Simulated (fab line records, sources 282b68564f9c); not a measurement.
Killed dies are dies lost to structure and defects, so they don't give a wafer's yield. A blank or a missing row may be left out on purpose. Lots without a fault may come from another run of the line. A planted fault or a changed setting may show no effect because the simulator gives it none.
A struck lot beside a sound one | flow rit_cmos | 34 steps out of a route of 202
Sound: wafers L997.3, L997.4, L997.6. Struck: wafers L995.1, L995.3, L995.4. The cause comes at the end.
At each step with rows: each side's tool, then ch and its chambers, then its first start. Under that, the readings that differ: sound wafers | struck wafers | difference of the means | sigmas: that difference in standard deviations of wafers without a fault.
alike: readings whose means differ by less than 2 such deviations, and words and numbers that are the same on both sides. not compared: withheld readings, readings that some wafer has no value for, bounds like >300 that may hide the same value, and numbers for which the record gives no deviation and whose values overlap.
The two part at a step that has a row with sigmas, a row that says differs or no value, or rows on one side only. Numbers that don't overlap but have no deviation are shown without sigmas and don't part them. A reading that every wafer of one side lacks parts them only if that side has two wafers or more.

first, 2 steps without rows for these wafers: RIT_SPACER_CLEAN_02 (cleans in SC2, time 600 s); RIT_SPACER_CVD_03 (deposits Si3N4 from SiH2Cl2/NH3, target thk 250 nm, time 3300 s).
RIT_SPACER_THK_MEAS_04:
  sound on film_metro-04, day 4 02:43; struck on film_metro-03, day 3 13:17
  alike: SPACER_NITRIDE_THK
RIT_SPACER_ETCHBACK_05: etches Si3N4 in SF6/CHF3, stops on SiO2, target depth 250 nm, time 240 s.
  sound on rie_diel-02 ch 0,1, day 4 02:46; struck on rie_diel-02 ch 0,2,3, day 3 13:21
  alike: SF6_flow_sccm, drypump_motor_current_A, oes_product_au, rf_fwd_power_W, throttle_valve_pct
  not compared: rf_hours_counter_h
then, 6 steps without rows for these wafers: RIT_NSD_HMDS_00 (prime time 60 s); RIT_NSD_COAT_01 (resist thk 1000 nm); RIT_NSD_SOFTBAKE_02 (time 60 s); RIT_NSD_EXPOSE_03 (exposes mask M9, target cd 40700 nm); RIT_NSD_PEB_04; RIT_NSD_DEVELOP_05 (develop time 50 s).
RIT_NSD_OVL_MEAS_06:
  sound on overlay-02, day 4 03:46; struck on overlay-01, day 3 14:21
  alike: NSD_OVL
then, 1 step without rows for these wafers: RIT_NSD_HARDBAKE_07 (time 60 s).
RIT_NSD_IMPLANT_08:
  sound on implanter-02 ch 0, day 4 04:00; struck on implanter-03 ch 0, day 3 14:51
RIT_NSD_STRIP_09: strips in O2, time 180 s.
  sound on plasma_asher-03 ch 0,1, day 4 04:10; struck on plasma_asher-02 ch 0,1, day 3 15:00
  alike: drypump_motor_current_A
  not compared: rf_hours_counter_h
RIT_NSD_TW_MEAS_10:
  sound on film_metro-03, day 4 04:17; struck on film_metro-03, day 3 15:11
  reading | sound          | struck         | difference | sigmas
  NSD_TW  | 3133 3112 3125 | 3532 3555 3558 | +425       | +33
then, 6 steps without rows for these wafers: RIT_PSD_HMDS_00 (prime time 60 s); RIT_PSD_COAT_01 (resist thk 1000 nm); RIT_PSD_SOFTBAKE_02 (time 60 s); RIT_PSD_EXPOSE_03 (exposes mask M10, target cd 40900 nm); RIT_PSD_PEB_04; RIT_PSD_DEVELOP_05 (develop time 50 s).
RIT_PSD_OVL_MEAS_06:
  sound on overlay-02, day 4 05:19; struck on overlay-02, day 3 16:38
  alike: PSD_OVL
then, 2 steps without rows for these wafers: RIT_PSD_HARDBAKE_07 (time 60 s); RIT_PSD_IMPLANT_08.
RIT_PSD_STRIP_09: strips in O2, time 180 s.
  sound on plasma_asher-02 ch 0,1, day 4 05:42; struck on plasma_asher-04 ch 0,1, day 3 17:05
  alike: drypump_motor_current_A
  not compared: rf_hours_counter_h
RIT_PSD_TW_MEAS_10:
  sound on film_metro-03, day 4 05:50; struck on film_metro-03, day 3 17:16
  alike: PSD_TW
then, 3 steps without rows for these wafers: RIT_SDANNEAL_CLEAN_00 (cleans in SC1, time 600 s); RIT_SDANNEAL_CLEAN_01 (cleans in dHF, time 30 s); RIT_SDANNEAL_CLEAN_02 (cleans in SC2, time 600 s).
RIT_SDANNEAL_RTA_03: time 5 s.
  sound on rtp_anneal-01 ch 0, day 4 06:17; struck on rtp_anneal-01 ch 0, day 3 17:49
  alike: wafer_temp_C_max
RIT_SDANNEAL_RS_MEAS_04: measures by four-point-probe.
  sound on film_metro-04, day 4 06:22; struck on film_metro-03, day 3 17:52
  alike: PSD_RS
RIT_SDANNEAL_RS_MEAS_05: measures by four-point-probe.
  sound on film_metro-04, day 4 06:29; struck on film_metro-03, day 3 17:59
  reading         | sound             | struck            | difference | sigmas
  NSD_RS (ohm/sq) | 84.15 84.26 84.26 | 52.61 52.18 52.27 | -31.87     | -99 or more
RIT_SDANNEAL_RS_MEAS_06: measures by four-point-probe.
  sound on film_metro-04, day 4 06:36; struck on film_metro-03, day 3 18:13
  alike: PLDD_RS
RIT_M1_PROBE_99:
  sound on prober-01, day 4 14:22; struck on prober-02, day 4 02:22
  alike: killed_at_M0_to_M3, killed_at_contacts, killed_at_front_end, killed_dies, killed_open, killed_short

WHERE THEY PART
First at RIT_NSD_TW_MEAS_10; last, within this record, at RIT_SDANNEAL_RS_MEAS_05. Later steps at which nothing parts them and some readings are alike: RIT_SDANNEAL_RS_MEAS_06, RIT_M1_PROBE_99.

WHY: what the simulator had put in
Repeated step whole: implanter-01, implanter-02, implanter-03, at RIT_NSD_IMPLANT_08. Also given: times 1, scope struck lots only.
